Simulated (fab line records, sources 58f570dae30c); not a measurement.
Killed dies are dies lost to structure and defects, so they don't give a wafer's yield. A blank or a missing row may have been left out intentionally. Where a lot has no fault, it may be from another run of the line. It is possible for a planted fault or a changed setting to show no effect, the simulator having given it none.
A single fault, viewed from 2 desks / flow berkeleyCmos170 / every desk sees just its own numbers, and what lay behind them comes last

== METROLOGY DESK ==
What the gauges read for every lot (on any tool): the sampled wafers with a number, averaged. If a lot's mean is further than 4 standard deviations from the usual mean, the lot is out of limits and carries the mark OUT (the distance appears in the brackets).
Columns: A = V2_POLISHED_THK at UCB170_V2_THK_MEAS_04, usual 1000.4 nm; B = cdNm at UCB170_V2_CD_MEAS_90, usual 700.1 nm
lot=L823; first seen here=day 9 06:40; A=999.5; B=700.4
lot=L822; first seen here=day 9 07:56; A=999.8; B=699.3
lot=L824; first seen here=day 9 14:11; A=997.6; B=700.2
lot=L825; first seen here=day 9 17:59; A=999.8; B=699.2
lot=L830; first seen here=day 10 15:48; A=1000.8; B=698.2
lot=L831; first seen here=day 10 18:46; A=1000.7; B=699.7
lot=L834; first seen here=day 11 11:35; A=1000.9; B=699.0
lot=L835; first seen here=day 11 12:57; A=1000.8; B=697.7
lot=L836; first seen here=day 11 14:41; A=1000.2; B=701.1
lot=L839; first seen here=day 11 15:52; A=1001.1; B=700.5
lot=L840; first seen here=day 12 00:30; A=1000.1; B=700.8
lot=L837; first seen here=day 12 00:33; A=1001.7; B=702.5
lot=L841; first seen here=day 12 05:23; A=1001.5; B=699.9
lot=L845; first seen here=day 13 07:38; A=999.5; B=698.5
This desk found nothing out of limits on any of the 14 lots.

== DESK OF THE TOOL OWNER: plasmaAsher-02 ==
The tool's own readings at UCB170_PSD_STRIP_09 (strips in O2): means of the sampled wafers that have a number, for each lot that ran on this tool. If a lot's mean is further than 4 standard deviations from the usual mean, the lot is out of limits and carries the mark OUT (the distance appears in the brackets).
Columns: A = drypumpMotorCurrentA at UCB170_PSD_STRIP_09, usual 5.5 A; B = oesProductAu at UCB170_PSD_STRIP_09, usual 0.600 a.u.; C = stripTimeToEndpointS at UCB170_PSD_STRIP_09, usual 29.38 s
lot=L823; first seen here=day 8 09:28; A=5.2; B=0.602; C=29.31
lot=L824; first seen here=day 8 16:04; A=4.9; B=0.602; C=29.25
lot=L830; first seen here=day 9 14:52; A=5.4; B=0.603; C=29.49
lot=L831; first seen here=day 9 15:47; A=5.4; B=0.602; C=29.48
This desk found nothing out of limits on any of the 4 lots.

== TAKEN TOGETHER ==
Nothing out of limits was seen by the metrology desk.
The desk of the tool owner found nothing out of limits.

== WHAT THE SIMULATOR HAD INSERTED ==
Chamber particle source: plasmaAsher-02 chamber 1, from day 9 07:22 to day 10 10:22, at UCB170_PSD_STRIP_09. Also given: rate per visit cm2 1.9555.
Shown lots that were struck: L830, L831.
